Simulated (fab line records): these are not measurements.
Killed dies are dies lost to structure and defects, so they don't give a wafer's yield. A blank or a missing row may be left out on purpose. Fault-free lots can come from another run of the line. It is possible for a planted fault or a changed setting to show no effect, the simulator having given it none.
8D (eight disciplines) problem report, filled in by code | flow rit-cmos | the parts of the form that need people (team, actions taken, sign-off) are left out

1. WHAT WENT WRONG
ACTIVE_OXIDE_THK at RIT_ACTIVE_THK_MEAS_02 reads a mean of 37.8 nm on 5 wafers of 2 lots; wafers without a fault read 45.5 nm with a standard deviation of 0.98. That is -7.8 standard deviations from the usual mean.
The first sign was on wafer L770.2 at day 2 13:04, on film-metro-01. Wafers with a number at this step in the record: 41, from 14 lots. By rule, "out" or "out of limits" means more than 4 standard deviations away from the usual mean. Any other wafer with a number is counted as sound.

2. WHAT IT IS, WHAT IT ISN'T
question                    | is                           | is not
which readings at this step | ACTIVE_OXIDE_THK             | -
which lots                  | L770, L776                   | L765, L766, L767, L768, L769, L771, L779, L780, L783, L786, L787, L788
which wafers of those lots  | all that have a number       | -
read on which gauges        | film-metro-01, film-metro-02 | film-metro-03
when                        | from day 2 13:04             | up to then (15 sound wafers); but 21 sound wafers of L771, L779, L780, L783, L786, L787, L788 came after

3. WHAT RULES OUT EACH SUSPECT
Counting: any tool at a process step up to the reading is kept as a suspect provided that every lot that is out went through it and no sound lot did after the first of them.
- ruled out: the gauge at RIT_ACTIVE_THK_MEAS_02. The wafers that are out were read on 2 gauges (film-metro-01, film-metro-02).
- furnace-01 at RIT_ACTIVE_OXIDATION_01 (target thk 46.8 nm, ox time 3202 s): kept. All lots that are out passed through it, beginning with L770 at day 2 11:07, and no sound lot followed; its final sound lot before that point was L769 at day 2 06:07.
Remaining after the count: furnace-01 at RIT_ACTIVE_OXIDATION_01.

4. THE CAUSE (what the simulator had put in)
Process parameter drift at RIT_ACTIVE_OXIDATION_01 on furnace-01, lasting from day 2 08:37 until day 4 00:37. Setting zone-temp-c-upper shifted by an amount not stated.
Counting left only this tool.

5. SEQUENCE OF EFFECTS, ordered by route
Rows list readings where the struck wafers' mean (over those with a number) sits beyond 3 standard deviations from the usual. Only readings whose record carries a usual standard deviation are examined. hours: median over the lots of the time between each lot's start at the first step of this table that gives one and its start at this step. sigmas: the change, counted in usual standard deviations.
hours | step                   | reading          | usual   | on struck wafers | change | sigmas
0     | RIT_ACTIVE_THK_MEAS_02 | ACTIVE_OXIDE_THK | 45.5 nm | 37.8             | -7.7   | -7.8
Later measuring or inspecting steps at which every struck wafer that the step has a row for has a number for every such reading, and none has moved that far: RIT_NWELL_OVL_MEAS_06, RIT_NRETRO_TW_MEAS_10, RIT_CONTACT_OVL_MEAS_09.

6. HOW IT WOULD HAVE BEEN CAUGHT EARLIER
Counted from the fault's start at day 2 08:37, it took 4 hours until the first out-of-limits reading at a measuring or inspecting step in this record, taken at day 2 13:04.
L776, from the lots that are out (2), started RIT_ACTIVE_OXIDATION_01 on furnace-01 later than day 2 13:04. A hold on the tool at that time would have spared it.
